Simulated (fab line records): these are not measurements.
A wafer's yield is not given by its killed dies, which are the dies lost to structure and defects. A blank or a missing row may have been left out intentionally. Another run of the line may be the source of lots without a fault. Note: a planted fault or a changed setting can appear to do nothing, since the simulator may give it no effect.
A single fault, viewed from 2 desks :: flow ritCmos :: each desk holds nothing but its own numbers, with what lay behind them at the end

## AT THE TOOL OWNER'S DESK: ilineStepper-02
The tool's own readings at RIT_PSD_EXPOSE_03 (exposes mask M10, target cd 40900 nm): means of the sampled wafers that have a number, for each lot that ran on this tool. Marked OUT: a lot whose mean sits more than 4 standard deviations from the usual mean, which makes it out of limits; the brackets give that distance.
Columns: A = exposureDoseMJCm2 at RIT_PSD_EXPOSE_03, usual 250.02; B = focusOffsetNm at RIT_PSD_EXPOSE_03, usual 0.0 nm
lot: L558
first seen here: day 5 17:03
A: 249.80
B: 0.6

lot: L559
first seen here: day 5 19:02
A: 250.37
B: 0.3

lot: L565
first seen here: day 7 00:47
A: 250.04
B: 0.3

lot: L567
first seen here: day 7 09:02
A: 249.98
B: 0.0
This desk found nothing out of limits on any of the 4 lots.

## AT THE METROLOGY DESK
What the gauges read, lot by lot, whatever tool the lot ran on: means of the sampled wafers that have a number. Marked OUT: a lot whose mean sits more than 4 standard deviations from the usual mean, which makes it out of limits; the brackets give that distance.
Columns: A = GATE_OVL at RIT_GATE_OVL_MEAS_17, usual -0.7 nm; B = NLDD_OVL at RIT_NLDD_OVL_MEAS_06, usual -0.9 nm; C = PSD_OVL at RIT_PSD_OVL_MEAS_06, usual 0.3 nm
lot: L549
first seen here: day 3 05:07
A: -2.1
B: -1.6
C: -

lot: L550
first seen here: day 3 09:41
A: 0.1
B: -0.0
C: -

lot: L551
first seen here: day 3 13:09
A: 0.2
B: 0.0
C: -

lot: L558
first seen here: day 5 04:28
A: -2.3
B: -1.2
C: 0.4

lot: L559
first seen here: day 5 06:18
A: 0.0
B: -2.0
C: 1.5

lot: L560
first seen here: day 5 11:11
A: -0.2
B: -1.4
C: 0.7

lot: L561
first seen here: day 5 18:22
A: 1.4
B: -0.9
C: -0.8

lot: L562
first seen here: day 5 21:49
A: 1.6
B: -1.6
C: 0.1

lot: L563
first seen here: day 6 03:01
A: -0.4
B: -0.8
C: -0.7

lot: L564
first seen here: day 6 07:34
A: 0.7
B: 2.2
C: -1.0

lot: L565
first seen here: day 6 12:56
A: -0.7
B: -0.3
C: 0.9

lot: L566
first seen here: day 6 17:20
A: -0.5
B: -1.5
C: 1.4

lot: L567
first seen here: day 6 21:39
A: -0.6
B: -4.4
C: 1.8

lot: L568
first seen here: day 7 03:06
A: -2.0
B: -1.1
C: -2.0

lot: L569
first seen here: day 7 08:44
A: -0.5
B: -0.0
C: 0.0
This desk found nothing out of limits on any of the 15 lots.

## PUT TOGETHER
The tool owner's desk saw nothing out of limits.
Metrology desk: nothing out of limits seen.

## WHAT HAD BEEN PUT IN BY THE SIMULATOR
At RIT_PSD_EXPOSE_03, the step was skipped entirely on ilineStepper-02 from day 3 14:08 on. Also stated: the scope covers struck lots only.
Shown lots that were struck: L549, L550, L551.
